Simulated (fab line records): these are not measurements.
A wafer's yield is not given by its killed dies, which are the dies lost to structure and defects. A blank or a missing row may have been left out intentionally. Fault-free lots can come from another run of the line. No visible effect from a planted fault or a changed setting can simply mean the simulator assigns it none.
Tool commonality check :: flow rit-cmos :: 13 lots, 39 wafers sampled

REASON FOR OPENING
Of 13 lots, 1 have the reading NSD_TW flagged at RIT_NSD_TW_MEAS_10. No-fault wafers: 3102, standard deviation 30.
Rule: flag the lot when none of its wafers has a number, or when each of its wafers that has one lies beyond 4 standard deviations from that mean. All remaining lots are regarded as sound.

lot: L628
measured: day 3 05:24
on: film-metro-02
NSD_TW, wafer by wafer: 3099 3083 3081
flag: 

lot: L630
measured: day 3 16:17
on: film-metro-01
NSD_TW, wafer by wafer: 3113 3127 3123
flag: 

lot: L632
measured: day 4 03:58
on: film-metro-01
NSD_TW, wafer by wafer: 3144 3144 3134
flag: 

lot: L633
measured: day 4 07:11
on: film-metro-01
NSD_TW, wafer by wafer: 3143 3157 3145
flag: 

lot: L634
measured: day 4 11:13
on: film-metro-01
NSD_TW, wafer by wafer: 30 30 30
flag: FLAGGED

lot: L635
measured: day 4 17:38
on: film-metro-03
NSD_TW, wafer by wafer: 3105 3103 3110
flag: 

lot: L639
measured: day 5 14:26
on: film-metro-01
NSD_TW, wafer by wafer: 3127 3155 3137
flag: 

lot: L643
measured: day 6 06:56
on: film-metro-02
NSD_TW, wafer by wafer: 3088 3084 3094
flag: 

lot: L644
measured: day 6 11:31
on: film-metro-02
NSD_TW, wafer by wafer: 3096 3081 3099
flag: 

lot: L645
measured: day 6 22:59
on: film-metro-01
NSD_TW, wafer by wafer: 3123 3119 3119
flag: 

lot: L647
measured: day 7 02:46
on: film-metro-02
NSD_TW, wafer by wafer: 3070 3079 3076
flag: 

lot: L648
measured: day 7 08:53
on: film-metro-02
NSD_TW, wafer by wafer: 3086 3082 3090
flag: 

lot: L649
measured: day 7 14:34
on: film-metro-03
NSD_TW, wafer by wafer: 3076 3081 3073
flag: 
Averaged over the flagged lots the numbers come to 30, -3072 from the usual (-99 or more standard deviations).

LOT BY LOT: THE TOOL USED
2 process steps preceding the reading are held in the record, out of 202 steps in the route. Read each cell as the tool, then ch plus the chambers that the sampled wafers visited, then the start.
lot: L628
flag: 
RIT_GATE_STRIP_20: plasma-asher-02 ch 0,1, day 2 17:36
RIT_NSD_EXPOSE_03: iline-stepper-01 ch 0, day 3 04:29

lot: L630
flag: 
RIT_GATE_STRIP_20: plasma-asher-02 ch 0,1, day 3 05:43
RIT_NSD_EXPOSE_03: iline-stepper-01 ch 0, day 3 15:22

lot: L632
flag: 
RIT_GATE_STRIP_20: plasma-asher-01 ch 0,1, day 3 17:42
RIT_NSD_EXPOSE_03: iline-stepper-01 ch 0, day 4 03:03

lot: L633
flag: 
RIT_GATE_STRIP_20: plasma-asher-01 ch 0,1, day 3 19:23
RIT_NSD_EXPOSE_03: iline-stepper-01 ch 0, day 4 06:16

lot: L634
flag: FLAGGED
RIT_GATE_STRIP_20: plasma-asher-02 ch 0,1, day 4 01:07
RIT_NSD_EXPOSE_03: iline-stepper-01 ch 0, day 4 10:19

lot: L635
flag: 
RIT_GATE_STRIP_20: plasma-asher-02 ch 1, day 4 07:29
RIT_NSD_EXPOSE_03: iline-stepper-01 ch 0, day 4 16:44

lot: L639
flag: 
RIT_GATE_STRIP_20: plasma-asher-01 ch 0,1, day 5 02:02
RIT_NSD_EXPOSE_03: iline-stepper-02 ch 0, day 5 13:32

lot: L643
flag: 
RIT_GATE_STRIP_20: plasma-asher-02 ch 0,1, day 5 20:28
RIT_NSD_EXPOSE_03: iline-stepper-01 ch 0, day 6 05:52

lot: L644
flag: 
RIT_GATE_STRIP_20: plasma-asher-02 ch 0,1, day 6 01:01
RIT_NSD_EXPOSE_03: iline-stepper-01 ch 0, day 6 10:37

lot: L645
flag: 
RIT_GATE_STRIP_20: plasma-asher-03 ch 0,1, day 6 11:44
RIT_NSD_EXPOSE_03: iline-stepper-01 ch 0, day 6 22:04

lot: L647
flag: 
RIT_GATE_STRIP_20: plasma-asher-01 ch 0,1, day 6 16:44
RIT_NSD_EXPOSE_03: iline-stepper-01 ch 0, day 7 01:52

lot: L648
flag: 
RIT_GATE_STRIP_20: plasma-asher-03 ch 0,1, day 6 22:26
RIT_NSD_EXPOSE_03: iline-stepper-02 ch 0, day 7 07:59

lot: L649
flag: 
RIT_GATE_STRIP_20: plasma-asher-02 ch 0, day 7 02:44
RIT_NSD_EXPOSE_03: iline-stepper-01 ch 0, day 7 13:40
What these steps do:
- RIT_GATE_STRIP_20: strips in O2, time 180 s.
- RIT_NSD_EXPOSE_03: exposes mask M9, target cd 40700 nm.
- RIT_NSD_TW_MEAS_10

FLAGGED AGAINST TOTAL, ONE TOOL AT A TIME (gauges that did the reading follow at the end)
step: RIT_GATE_STRIP_20
tool: plasma-asher-01
lots run: 4
flagged: 0
share of the flagged lots: none
sound lots run after its first flagged lot: -

step: RIT_GATE_STRIP_20
tool: plasma-asher-02
lots run: 7
flagged: 1
share of the flagged lots: all
sound lots run after its first flagged lot: 4 (L635,L643,L644,L649)

step: RIT_GATE_STRIP_20
tool: plasma-asher-03
lots run: 2
flagged: 0
share of the flagged lots: none
sound lots run after its first flagged lot: -

step: RIT_NSD_EXPOSE_03
tool: iline-stepper-01
lots run: 11
flagged: 1
share of the flagged lots: all
sound lots run after its first flagged lot: 6 (L635,L643,L644,L645,L647,L649)

step: RIT_NSD_EXPOSE_03
tool: iline-stepper-02
lots run: 2
flagged: 0
share of the flagged lots: none
sound lots run after its first flagged lot: -

step: RIT_NSD_TW_MEAS_10
tool: film-metro-01
lots run: 6
flagged: 1
share of the flagged lots: all
sound lots run after its first flagged lot: 2 (L639,L645)

step: RIT_NSD_TW_MEAS_10
tool: film-metro-02
lots run: 5
flagged: 0
share of the flagged lots: none
sound lots run after its first flagged lot: -

step: RIT_NSD_TW_MEAS_10
tool: film-metro-03
lots run: 2
flagged: 0
share of the flagged lots: none
sound lots run after its first flagged lot: -

THE TABLE: WHAT IT ALLOWS
3 rows of the table ran every flagged lot: plasma-asher-02 at RIT_GATE_STRIP_20, iline-stepper-01 at RIT_NSD_EXPOSE_03, film-metro-01 at RIT_NSD_TW_MEAS_10.
- plasma-asher-02 at RIT_GATE_STRIP_20: 1 of its 7 lots flagged. Lots that were sound ran on it after the first flagged one (L635, L643, L644, L649); a persistent fault on the entire tool would not allow that.
- iline-stepper-01 at RIT_NSD_EXPOSE_03: 1 of its 11 lots flagged. Lots that were sound ran on it after the first flagged one (L635, L643, L644, L645, L647, L649); a persistent fault on the entire tool would not allow that.
- film-metro-01 at RIT_NSD_TW_MEAS_10: 1 of its 6 lots flagged. Lots that were sound ran on it after the first flagged one (L639, L645); a persistent fault on the entire tool would not allow that.
No row of the table ran every flagged lot and no sound lot after the first.

WHAT THE SIMULATOR HAD PUT IN
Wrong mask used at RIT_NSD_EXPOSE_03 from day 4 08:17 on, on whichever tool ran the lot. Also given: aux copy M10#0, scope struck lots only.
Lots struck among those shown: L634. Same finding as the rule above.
